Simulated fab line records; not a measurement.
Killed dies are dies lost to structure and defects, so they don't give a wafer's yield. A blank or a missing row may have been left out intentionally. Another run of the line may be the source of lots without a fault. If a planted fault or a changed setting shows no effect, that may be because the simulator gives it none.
fab line records | flow rit-cmos
[record] lots = 13 | wafers = 39 | last-day = 8
route steps=202 shown ACTIVE@7
lots that met no fault: taken from a fault-free run of the same line
start-h: hours from the record's first day to the start of the lot's first wafer shown | wait-h: how many hours have passed since the lot's step before this one | " unchanged from the row above | L1.1+2: several wafers, shown together as one row | - value missing, or start not given | * or withheld: withheld | < > ~ a bound
route shown NAME@n: NAME is a module with steps in the file, n the number in the route of the first one | usual: average and standard deviation across the fault-free wafers | same: alike in all rows | chamber/n: place in a boat | sites: per-site readings | _std_site: how widely they spread, as a standard deviation | _edge_site: mean of outer sites minus mean of inner sites | radius-mm: for every site, how far away it sits from the centre of the wafer | mask NAME#n: copy n | behind: the last tool/chamber to shape the wafer | hold: what put the lot on hold/how long, in hours/how the hold closed | device: transistor that didn't switch, given as n, p or np | end of line: tests run on the same wafers once the route is complete | a step without rows: its recipe alone | killed: count of dies lost to structure and defects at first sort (not the wafer's yield) | map: a wafer's dies, x killed, . not, _ none there
set.NAME: setting as actually run; set.NAME@STEP: the setting as run at that earlier step | model.NAME: the simulator's own value behind a step, which no gauge read
a sample of lots followed through the steps of the route, with each step as a table and each wafer as a row
[[steps]]
[step RIT_ACTIVE_COAT_06]
[recipe] resist = NOVOLAK | spin-rpm = 3250 | resist-thk-nm = 1000
[usual] chill-plate-temp-C = 22.99/0.099
lot.wafer | tool           | chamber | start-h | wait-h | chill-plate-temp-C
L800.2    | litho-track-03 | 0       | 13.77   | 0.1    | 23.03
L800.3    | "              | 0       | "       | "      | 22.92
L800.5    | "              | 0       | "       | "      | 22.92
L801.1    | litho-track-01 | 0       | 18.82   | 0.1    | 23.06
L801.2    | "              | 0       | "       | "      | 22.98
L801.4    | "              | 0       | "       | "      | 23.05
L804.2    | litho-track-01 | 0       | 33.77   | 0.1    | 22.70
L804.3    | "              | 0       | "       | "      | 23.01
L804.5    | "              | 0       | "       | "      | 22.76
L806.1    | litho-track-03 | 0       | 43.74   | 0.1    | 22.98
L806.4    | "              | 0       | "       | "      | 22.98
L806.6    | "              | 0       | "       | "      | 23.06
L807.2    | litho-track-03 | 0       | 51.62   | 0.1    | 23.10
L807.3    | "              | 0       | "       | "      | 23.10
L807.4    | "              | 0       | "       | "      | 23.16
L808.1    | litho-track-01 | 0       | 56.55   | 0.1    | 23.23
L808.2    | "              | 0       | "       | "      | 23.02
L808.5    | "              | 0       | "       | "      | 23.00
L813.1    | litho-track-02 | 0       | 78.74   | 0.1    | 23.04
L813.3    | "              | 0       | "       | "      | 23.11
L813.4    | "              | 0       | "       | "      | 23.11
L814.2    | litho-track-01 | 0       | 83.77   | 0.1    | 22.99
L814.4    | "              | 0       | "       | "      | 22.81
L814.5    | "              | 0       | "       | "      | 22.95
L819.1    | litho-track-03 | 0       | 108.93  | 0.1    | 23.05
L819.5    | "              | 0       | "       | "      | 22.93
L819.6    | "              | 0       | "       | "      | 22.92
L820.1    | litho-track-02 | 0       | 115.45  | 0.1    | 22.92
L820.5    | "              | 0       | "       | "      | 22.83
L820.6    | "              | 0       | "       | "      | 22.92
L821.3    | litho-track-02 | 0       | 119.93  | 0.1    | 23.06
L821.4    | "              | 0       | "       | "      | 23.03
L821.5    | "              | 0       | "       | "      | 23.05
L822.1    | litho-track-03 | 0       | 125.41  | 0.1    | 23.06
L822.3    | "              | 0       | "       | "      | 23.16
L822.5    | "              | 0       | "       | "      | 23.07
L823.1    | litho-track-02 | 0       | 129.45  | 0.1    | 22.84
L823.2    | "              | 0       | "       | "      | 23.08
L823.3    | "              | 0       | "       | "      | 23.04
[step RIT_ACTIVE_CD_MEAS_11]
[recipe] target-cd-nm = 1400
[usual] cd-nm = 1399.9/2.2
lot.wafer | tool      | chamber | start-h | wait-h | cd-nm
L800.2    | cd-sem-02 | -       | 14.58   | -      | 1398.8
L800.3    | "         | -       | "       | "      | 1398.5
L800.5    | "         | -       | "       | "      | 1399.2
L801.1    | cd-sem-02 | -       | 19.75   | -      | 1401.2
L801.2    | "         | -       | "       | "      | 1399.3
L801.4    | "         | -       | "       | "      | 1400.0
L804.2    | cd-sem-01 | -       | 34.59   | -      | 1401.0
L804.3    | "         | -       | "       | "      | 1402.3
L804.5    | "         | -       | "       | "      | 1401.0
L806.1    | cd-sem-02 | -       | 44.44   | -      | 1399.5
L806.4    | "         | -       | "       | "      | 1403.0
L806.6    | "         | -       | "       | "      | 1401.0
L807.2    | cd-sem-01 | -       | 52.32   | -      | 1397.9
L807.3    | "         | -       | "       | "      | 1399.2
L807.4    | "         | -       | "       | "      | 1397.3
L808.1    | cd-sem-01 | -       | 57.25   | -      | 1394.6
L808.2    | "         | -       | "       | "      | 1395.3
L808.5    | "         | -       | "       | "      | 1397.2
L813.1    | cd-sem-01 | -       | 79.56   | -      | 1397.5
L813.3    | "         | -       | "       | "      | 1396.9
L813.4    | "         | -       | "       | "      | 1395.2
L814.2    | cd-sem-02 | -       | 84.58   | -      | 1391.2
L814.4    | "         | -       | "       | "      | 1396.4
L814.5    | "         | -       | "       | "      | 1392.4
L819.1    | cd-sem-01 | -       | 109.75  | -      | 1398.5
L819.5    | "         | -       | "       | "      | 1403.0
L819.6    | "         | -       | "       | "      | 1401.6
L820.1    | cd-sem-01 | -       | 116.28  | -      | 1396.0
L820.5    | "         | -       | "       | "      | 1398.0
L820.6    | "         | -       | "       | "      | 1395.7
L821.3    | cd-sem-02 | -       | 120.62  | -      | 1403.0
L821.4    | "         | -       | "       | "      | 1403.1
L821.5    | "         | -       | "       | "      | 1400.5
L822.1    | cd-sem-01 | -       | 126.24  | -      | 1401.4
L822.3    | "         | -       | "       | "      | 1401.6
L822.5    | "         | -       | "       | "      | 1399.4
L823.1    | cd-sem-01 | -       | 130.28  | -      | 1400.9
L823.2    | "         | -       | "       | "      | 1401.6
L823.3    | "         | -       | "       | "      | 1403.2
[[key]]
[first-sign] step = RIT_ACTIVE_CD_MEAS_11 | reading = cd-nm | direction = down | sigmas = 3 | usual = 1399.9 | struck = 1393.3 | through = control-loop
effect none on later readings
met-at RIT_ACTIVE_COAT_06
struck-lots L814
tester-left-out L814
[loop-trim] step = RIT_ACTIVE_EXPOSE_08 | setting = dose | lots = L814
onset-between 56.55 83.77
[fault] kind = process-parameter-drift | tool = litho-track-01 | chamber = - | onset-h = 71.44 | steps = RIT_ACTIVE_COAT_06 | channel = resist-thk-nm | offset = -62.495 | shape = step | end-h = 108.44 | acts-in = these-recipes-only | stated = 1000
// tester-left-out: of these lots the tester's yield and bins aren't shown, on N5 and GAA mostly nor the transistor test; their killed dies are dies lost to structure and defects alone, not to doping, threshold or leakage, so they don't give the yield
// loop-trim: a control loop set the setting to another value than it would have without faults
